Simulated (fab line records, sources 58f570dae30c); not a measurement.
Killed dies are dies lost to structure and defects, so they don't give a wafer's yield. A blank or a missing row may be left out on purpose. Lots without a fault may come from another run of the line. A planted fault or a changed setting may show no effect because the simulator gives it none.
One fault seen from 2 desks | flow berkeley_cmos170 | each desk has only its own numbers; what lay behind them comes last

THE TOOL OWNER'S DESK: furnace-04
The tool's own readings at UCB170_FIELD_OXIDATION_01 (target thk 558.3 nm, ox time 7200 s): means of the sampled wafers that have a number, for each lot that ran on this tool. A lot is out of limits, marked OUT, if its mean lies more than 4 standard deviations from the usual mean; the brackets give that distance.
Columns: A = spike_tc_centre_C at UCB170_FIELD_OXIDATION_01, usual 1001.8 C; B = spike_tc_load_C at UCB170_FIELD_OXIDATION_01, usual 1022.5 C; C = spike_tc_source_C at UCB170_FIELD_OXIDATION_01, usual 1022.5 C; D = tube_center_temp_C at UCB170_FIELD_OXIDATION_01, usual 1000 C; E = tube_center_temp_C_max at UCB170_FIELD_OXIDATION_01, usual 1002.6
lot  | first seen here | A                | B                 | C                | D                      | E
L903 | day 5 04:30     | 1000.8           | 1020.3            | 1023.0           | 1000                   | 1002.3
L904 | day 5 04:30     | 1002.4           | 1019.9            | 1023.4           | 1000                   | 1002.6
L905 | day 5 11:26     | 1021.5 (+16) OUT | 1039.4 (+5.8) OUT | 1043.4 (+15) OUT | 1020 (+99 or more) OUT | 1022.9 (+58) OUT
L906 | day 5 11:26     | 1020.8 (+16) OUT | 1040.3 (+6.1) OUT | 1044.3 (+16) OUT | 1020 (+99 or more) OUT | 1022.4 (+56) OUT
L918 | day 8 18:22     | 1001.5           | 1019.5            | 1023.5           | 1000                   | 1002.2
L919 | day 8 18:22     | 1001.1           | 1019.2            | 1023.7           | 1000                   | 1002.7
L920 | day 8 18:22     | 1001.5           | 1021.0            | 1022.8           | 1000                   | 1002.5
L921 | day 8 18:22     | 1001.5           | 1019.6            | 1022.9           | 1000                   | 1002.5
This desk's finding: out of limits on L905, L906; first on L905, day 5 11:26 (spike_tc_centre_C at UCB170_FIELD_OXIDATION_01). In limits: L903, L904, L918, L919, L920, L921.

THE METROLOGY DESK
What the gauges read, lot by lot, whatever tool the lot ran on: means of the sampled wafers that have a number. A lot is out of limits, marked OUT, if its mean lies more than 4 standard deviations from the usual mean; the brackets give that distance.
Columns: A = NWELL_OXIDE_THK at UCB170_NWELL_THK_MEAS_02, usual 26.2 nm; B = cd_nm at UCB170_ACTIVE_CD_MEAS_90, usual 1199.8 nm; C = FIELD_OXIDE_THK at UCB170_FIELD_THK_MEAS_02, usual 553 nm; D = FIELD_OXIDE_LEFT_1_THK at UCB170_FIELD_THK_MEAS_90, usual 438 nm; E = FIELD_OXIDE_LEFT_2_THK at UCB170_FIELD_THK_MEAS_91, usual 349 nm
lot  | first seen here | A    | B      | C              | D              | E
L901 | day 2 03:33     | 25.8 | 1201.8 | 555            | 441            | 352
L902 | day 2 08:17     | 25.9 | 1201.2 | 548            | 430            | 341
L903 | day 2 16:39     | 26.4 | 1200.0 | 551            | 435            | 346
L904 | day 2 16:40     | 26.8 | 1201.5 | 558            | 441            | 354
L905 | day 3 00:00     | 25.8 | 1200.6 | 635 (+8.2) OUT | 519 (+8.1) OUT | 431 (+8.2) OUT
L906 | day 3 05:37     | 26.1 | 1201.6 | 633 (+8.0) OUT | 518 (+8.0) OUT | 430 (+8.1) OUT
L909 | day 3 20:38     | 25.9 | 1199.1 | 557            | 441            | 354
L915 | day 5 00:44     | 26.6 | 1198.9 | 535            | 419            | 331
L914 | day 5 00:45     | 26.0 | 1200.3 | 549            | 434            | 345
L916 | day 5 07:12     | 26.1 | 1199.5 | 558            | 444            | 355
L918 | day 5 20:08     | 26.8 | 1200.4 | 561            | 447            | 360
L919 | day 5 21:29     | 26.7 | 1200.4 | 555            | 440            | 352
L920 | day 6 02:56     | 26.5 | 1199.3 | 561            | 445            | 356
L921 | day 6 08:58     | 26.4 | 1201.6 | 551            | 435            | 346
This desk's finding: out of limits on L905, L906; first on L905, day 5 14:26 (FIELD_OXIDE_THK at UCB170_FIELD_THK_MEAS_02). In limits: L901, L902, L903, L904, L909, L915, L914, L916, L918, L919, L920, L921.

PUT TOGETHER
The tool owner's desk could have raised an alarm at day 5 11:26, on L905, L906.
The metrology desk could have raised an alarm at day 5 14:26, on L905, L906.
Of the lots named, all ran UCB170_FIELD_OXIDATION_01 on furnace-04.

WHAT THE SIMULATOR HAD PUT IN
Process parameter drift: furnace-04, from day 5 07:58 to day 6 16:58, at UCB170_FIELD_OXIDATION_01. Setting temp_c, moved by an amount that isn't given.
Lots struck among those shown: L905, L906.
Hours from the fault's start to each desk's first reading out of limits: the tool owner's desk, 3; the metrology desk, 6.
